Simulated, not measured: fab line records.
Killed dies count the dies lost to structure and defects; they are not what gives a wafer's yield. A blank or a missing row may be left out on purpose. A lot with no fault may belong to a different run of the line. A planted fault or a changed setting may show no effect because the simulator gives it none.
Which tool was responsible? | flow rit cmos | 12 lots, 36 wafers sampled, at 2 steps of a route of 202

WHAT THE GAUGES READ, wafer by wafer
RIT_ACTIVE_CD_MEAS_11: the cd target is 1400 nm.
lot  | measured    | on        | cd nm (nm)
L353 | day 1 14:49 | cd sem-02 | 1402.4 1400.9 1403.8
L354 | day 1 19:37 | cd sem-01 | 1397.6 1401.6 1401.8
L355 | day 2 00:26 | cd sem-01 | 1401.4 1400.3 1401.0
L356 | day 2 05:28 | cd sem-02 | 1397.3 1397.7 1397.8
L357 | day 2 10:50 | cd sem-01 | 1548.3 1550.3 1551.2 1547.9 1550.5 1551.3
L362 | day 3 12:16 | cd sem-01 | 1399.9 1399.7 1400.5
L367 | day 4 12:29 | cd sem-02 | 1400.4 1402.6 1402.8
L368 | day 4 17:35 | cd sem-02 | 1401.2 1399.9 1397.6
L370 | day 5 04:22 | cd sem-02 | 1403.1 1400.0 1402.8
L371 | day 5 08:29 | cd sem-02 | 1401.6 1400.3 1398.1
L375 | day 6 04:36 | cd sem-01 | 1400.8 1402.6 1401.5
L376 | day 6 09:34 | cd sem-02 | 1400.2 1402.0 1401.3

WHAT TOOL EACH LOT RAN ON (gives the tool, then ch and the chambers of the sampled wafers, and finally the start)
lot  | RIT_ACTIVE_EXPOSE_08
L353 | iline stepper-02 ch 0, day 1 14:24
L354 | iline stepper-01 ch 0, day 1 19:13
L355 | iline stepper-01 ch 0, day 2 00:02
L356 | iline stepper-01 ch 0, day 2 05:04
L357 | iline stepper-02 ch 0, day 2 10:17
L362 | iline stepper-01 ch 0, day 3 11:52
L367 | iline stepper-02 ch 0, day 4 12:05
L368 | iline stepper-01 ch 0, day 4 17:11
L370 | iline stepper-01 ch 0, day 5 03:58
L371 | iline stepper-01 ch 0, day 5 08:05
L375 | iline stepper-02 ch 0, day 6 04:12
L376 | iline stepper-01 ch 0, day 6 09:10
- RIT_ACTIVE_EXPOSE_08: exposes mask M1, target cd 1400 nm.

WHAT THE TOOLS THEMSELVES READ (means of the sampled wafers that have a number; where no wafer has one, the mark that the record gives instead)
The record holds no such reading with a usual standard deviation.

THE ANSWER, worked out from the rows above alone
Rule: the usual values come from the lots themselves. The widest of any qualifying gaps counts: lots, ordered by their means at a reading, are off when they make up no more than a third of the lots, leave a main group of 4 or more, and stand apart from it by 3 or more times the standard deviation of that group's means. If all means in a main group match to the digits the tables above print for the reading, that group is not used. Also off: a lot with no number at a reading for which 4 or more lots have one. Any other lot the step has rows for is counted as sound. After the gauges, taken in route order, come the tools' own readings; for these a lot's mean is taken, as printed above. At the first step where some lot is off, the reading lying furthest off is the one used; lots without a number count as furthest.
Off: L357, at RIT_ACTIVE_CD_MEAS_11 (cd nm). Mean 1400.7 nm and standard deviation 1.3 in the main group.
A tool fits if, at a process step before that reading, it ran every lot that is off, and no sound lot after the first of them. Those tools and the gauges at RIT_ACTIVE_CD_MEAS_11 are tried in the same way. None of those tried fits.

WHAT WAS PUT IN BY THE SIMULATOR
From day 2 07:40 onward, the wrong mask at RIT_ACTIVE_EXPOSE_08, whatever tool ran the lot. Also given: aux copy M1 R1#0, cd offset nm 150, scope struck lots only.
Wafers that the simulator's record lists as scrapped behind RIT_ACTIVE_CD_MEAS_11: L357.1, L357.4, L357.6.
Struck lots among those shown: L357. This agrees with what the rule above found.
